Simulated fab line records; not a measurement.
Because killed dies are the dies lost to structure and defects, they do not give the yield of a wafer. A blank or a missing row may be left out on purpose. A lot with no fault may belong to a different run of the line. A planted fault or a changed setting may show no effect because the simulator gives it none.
Matching of chambers    flow berkeleyCmos170    UCB170_SPACER_CVD_00 on pecvd-03: 3 sister chambers
The step deposits SiO2 from TEOS/O2, target thk 376 nm, time 47 s. 14 wafers are shown with their chamber, then 7 later ones without.

WAFERS PAIRED WITH THEIR CHAMBERS
wafer   chamber  heaterPowerW (W)
L706.2  1        447
L706.5  0        269
L706.6  2        262
L710.2  2        226
L710.3  0        203
L710.4  2        250
L714.1  1        405
L714.4  1        433
L714.5  2        295
L715.1  1        405
L715.4  1        421
L715.5  2        238
L720.1  1        417
L720.2  2        285

SIGNATURES (averages over the wafers above)
reading       chamber 0  chamber 1  chamber 2  scatter within a chamber
heaterPowerW  236.00     421.33     259.33     25.4
Rule: distance of a wafer from a chamber = root of the sum over the readings of ((wafer's reading minus chamber's mean) / reading's scatter) squared. If the next closest chamber is less than 2 further off than the closest, the wafer can't be placed; otherwise it belongs to the closest. The scatter is the square root of a quotient: the sum, over the shown wafers, of each reading's squared deviation from its chamber's mean, divided by wafers minus chambers.

WAFERS WITH NO CHAMBER GIVEN
wafer   heaterPowerW (W)
L720.6  427
L726.1  293
L726.4  307
L726.6  414
L728.1  204
L728.3  276
L728.4  289

WHICH CHAMBER EACH WENT THROUGH
wafer   from the rows above      in truth
L720.6  1                        1
L726.1  can't be placed: 2 or 0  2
L726.4  can't be placed: 2 or 0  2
L726.6  1                        1
L728.1  can't be placed: 0 or 2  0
L728.3  can't be placed: 2 or 0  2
L728.4  can't be placed: 2 or 0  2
2 of 7 placed correctly. Cannot be placed on the basis of these rows: 5; the candidates contain the true chamber in 5. Wrongly placed: 0.
